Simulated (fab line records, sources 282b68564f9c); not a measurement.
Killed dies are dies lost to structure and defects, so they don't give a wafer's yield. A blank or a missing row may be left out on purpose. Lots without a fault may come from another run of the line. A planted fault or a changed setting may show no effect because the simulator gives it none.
Problem report in the 8D (eight disciplines) form, filled by code | flow rit_cmos | the parts of the form that need people (team, actions taken, sign-off) are left out

1. THE PROBLEM
REOX_OXIDE_THK at RIT_REOX_THK_MEAS_04 reads a mean of 28.6 nm on 6 wafers of 2 lots; wafers without a fault read 25.2 nm with a standard deviation of 0.47. That is +7.2 standard deviations from the usual mean.
First seen on wafer L990.4, day 4 10:04, on film_metro-04. The record holds 27 wafers of 9 lots with a number at this step. Rule for "out", or "out of limits": more than 4 standard deviations from the usual mean. The other wafers with a number count as sound.

2. WHAT IT IS AND WHAT IT IS NOT
question                    | is                     | is not
which readings at this step | REOX_OXIDE_THK         | -
which lots                  | L990, L992             | L101, L103, L104, L105, L995, L997, L999
which wafers of those lots  | all that have a number | -
read on which gauges        | film_metro-04          | film_metro-01, film_metro-02
when                        | from day 4 10:04       | up to then (0 sound wafers); but 21 sound wafers of L101, L103, L104, L105, L995, L997, L999 came after

3. SUSPECTS, AND WHAT RULES EACH OUT
Counting: a tool at a process step up to the reading stays a suspect if it ran every lot that is out and no sound lot after the first of them.
- the gauge at RIT_REOX_THK_MEAS_04: kept. All the wafers that are out were read on film_metro-04, and no step on other tools shows them out.
Left after counting: film_metro-04 at RIT_REOX_THK_MEAS_04.

4. THE CAUSE (what the simulator had put in)
Metrology matching offset: film_metro-04, from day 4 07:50 on, at RIT_REOX_THK_MEAS_04. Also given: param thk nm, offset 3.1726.
Counting left only this tool.

5. THE CHAIN OF EFFECTS, in route order
Each row: a reading whose mean over the struck wafers that have a number lies more than 3 standard deviations from the usual. Only readings for which the record gives a usual standard deviation are gone through. hours: the time from each lot's start at the first step in this table that gives one to its start at this step, as a median over the lots. sigmas: the change in usual standard deviations.
hours | step                 | reading        | usual   | on struck wafers | change | sigmas
0     | RIT_REOX_THK_MEAS_04 | REOX_OXIDE_THK | 25.2 nm | 28.6             | +3.4   | +7.2
Later measuring or inspecting steps at which every struck wafer that the step has a row for has a number for every such reading, and none has moved that far: RIT_NSD_OVL_MEAS_06, RIT_M1_RS_MEAS_01.

6. WHAT WOULD HAVE CAUGHT IT SOONER
In this record the first reading out of limits at a measuring or inspecting step was taken at day 4 10:04, 2 hours after the fault began at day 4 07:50.
